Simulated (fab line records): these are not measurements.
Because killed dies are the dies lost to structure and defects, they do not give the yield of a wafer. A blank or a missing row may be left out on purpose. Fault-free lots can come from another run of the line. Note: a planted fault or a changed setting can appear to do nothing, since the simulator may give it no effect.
A struck lot beside a sound one :: flow rit_cmos :: 20 steps out of a route of 202
Sound: wafers L505.3, L505.5, L505.6. The struck wafers were L514.2, L514.5, L514.6. Last of all comes the cause.
Each step with rows lists, per side, the tool, then ch with its chambers, then its first start. Under that, the readings that differ: sound wafers :: struck wafers :: difference of the means :: sigmas: that difference in standard deviations of wafers without a fault.
alike: readings whose means differ by less than 2 such deviations, and words and numbers that are the same on both sides. not compared: withheld readings, readings that some wafer has no value for, bounds like >300 that may hide the same value, and numbers for which the record gives no deviation and whose values overlap.
The two part at a step that has a row with sigmas, a row that says differs or no value, or rows on one side only. Non-overlapping numbers with no deviation appear without sigmas and do not part them. A reading missing from all wafers of one side parts the sides only when that side holds two or more wafers.

first, 2 steps without rows for these wafers: RIT_NWELL_HARDBAKE_07 (time 120 s); RIT_NWELL_IMPLANT_08.
RIT_NWELL_STRIP_09: strips in O2, time 180 s.
  sound on plasma_asher-04 ch 0,1, day 2 23:57; struck on plasma_asher-01 ch 0,1, day 4 20:53
  alike: drypump_motor_current_A
  not compared: rf_hours_counter_h
RIT_NWELL_TW_MEAS_10:
  sound on film_metro-01 at day 3 00:29; struck on film_metro-02 at day 4 21:04
  alike: NWELL_TW
then, 6 steps without rows for these wafers: RIT_PWELL_HMDS_00 (prime time 60 s); RIT_PWELL_COAT_01 (resist thk 1300 nm); RIT_PWELL_SOFTBAKE_02 (time 60 s); RIT_PWELL_EXPOSE_03 (exposes mask M3, target cd 43700 nm); RIT_PWELL_PEB_04; RIT_PWELL_DEVELOP_05 (develop time 68 s).
RIT_PWELL_OVL_MEAS_06:
  sound on overlay-01 at day 3 01:25; struck on overlay-01 at day 4 22:00
  alike: PWELL_OVL
then, 1 step without rows for these wafers: RIT_PWELL_HARDBAKE_07 (time 120 s).
RIT_PWELL_IMPLANT_08:
  sound on implanter-03 ch 0, day 3 01:44; struck on implanter-03 ch 0, day 4 22:19
reading: dose_ions_cm2
sound: 6.996e+13 6.996e+13 7.002e+13
struck: 1.1886e+14 1.1898e+14 1.1891e+14
difference: +4.8937e+13
sigmas: +99 or more

reading: faraday_current_uA
sound: 225 226 222
struck: 378 384 389
difference: +159
sigmas: +35
  alike: tilt_deg
RIT_PWELL_STRIP_09: strips in O2, time 180 s.
  sound on plasma_asher-03 ch 0,1, day 3 01:54; struck on plasma_asher-02 ch 0,1, day 4 22:26
  alike: drypump_motor_current_A
  not compared: rf_hours_counter_h
RIT_PWELL_TW_MEAS_10:
  sound on film_metro-04 at day 3 02:02; struck on film_metro-02 at day 4 22:37
reading: PWELL_TW
sound: 942 936 932
struck: 1112 1115 1118
difference: +178
sigmas: +32
then, 1 step without rows for these wafers: RIT_WELLDRIVE_ANNEAL_00 (time 14700 s).
RIT_WELLDRIVE_RS_MEAS_01: measurement is done with a four-point probe.
  sound on film_metro-04 at day 3 07:43; struck on film_metro-01 at day 5 04:44
  alike: NWELL_RS
RIT_WELLDRIVE_RS_MEAS_02: measurement is done with a four-point probe.
  sound on film_metro-04 at day 3 07:50; struck on film_metro-01 at day 5 04:52
reading: PWELL_RS (ohm/sq)
sound: 429.6 428.6 427.2
struck: 308.6 309.1 309.6
difference: -119.4
sigmas: -80
then, 1 step without rows for these wafers: RIT_NRETRO_HMDS_00 (prime time 60 s).
RIT_M1_PROBE_99:
  sound on prober-02 at day 4 16:08; struck on prober-02 at day 6 13:20
reading: model.etest.nmos_0p3.r_on_ohm_um
sound: 2206 2205 2179
struck: 2729 2660 2702
difference: +500
sigmas: 

reading: model.etest.nmos_0p15.r_on_ohm_um
sound: 1186 1150 1150
struck: 1305 1311 1302
difference: +144
sigmas: 

reading: model.etest.pwell_pinched.rs_ohm_sq
sound: 466.1 453.2 461.8
struck: 325.3 327.1 328.6
difference: -133.4
sigmas: 

reading: model.etest.nmos_turned.drive_ua_um
sound: 299.3 298.1 314.7
struck: 223.1 223.2 234.1
difference: -77.2
sigmas: 

reading: model.etest.nmos_0p15.drive_ua_um
sound: 445.5 443.9 457.9
struck: 353.8 368.2 363.3
difference: -87.3
sigmas: 

reading: model.etest.pwell.rs_ohm_sq
sound: 422.2 414.2 422.2
struck: 296.2 294.2 295.5
difference: -124.2
sigmas: 

reading: model.etest.nmos_narrow.drive_ua_um
sound: 226.6 217.3 225.8
struck: 148 157.1 152.5
difference: -71
sigmas: 

reading: model.etest.nmos_0p3.drive_ua_um
sound: 222.9 216.8 225.6
struck: 147.7 156.7 151.7
difference: -69.7
sigmas: 
  alike: killed_at_front_end, killed_dies, killed_open, killed_short

== WHERE THEY PART ==
Earliest at RIT_PWELL_IMPLANT_08; latest, in this record, at RIT_WELLDRIVE_RS_MEAS_02. Later steps at which nothing parts them and some readings are alike: RIT_M1_PROBE_99.

WHY: what had been put in by the simulator
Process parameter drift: implanter-03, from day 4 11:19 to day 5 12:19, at RIT_PWELL_IMPLANT_08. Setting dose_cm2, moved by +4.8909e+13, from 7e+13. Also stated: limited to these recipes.
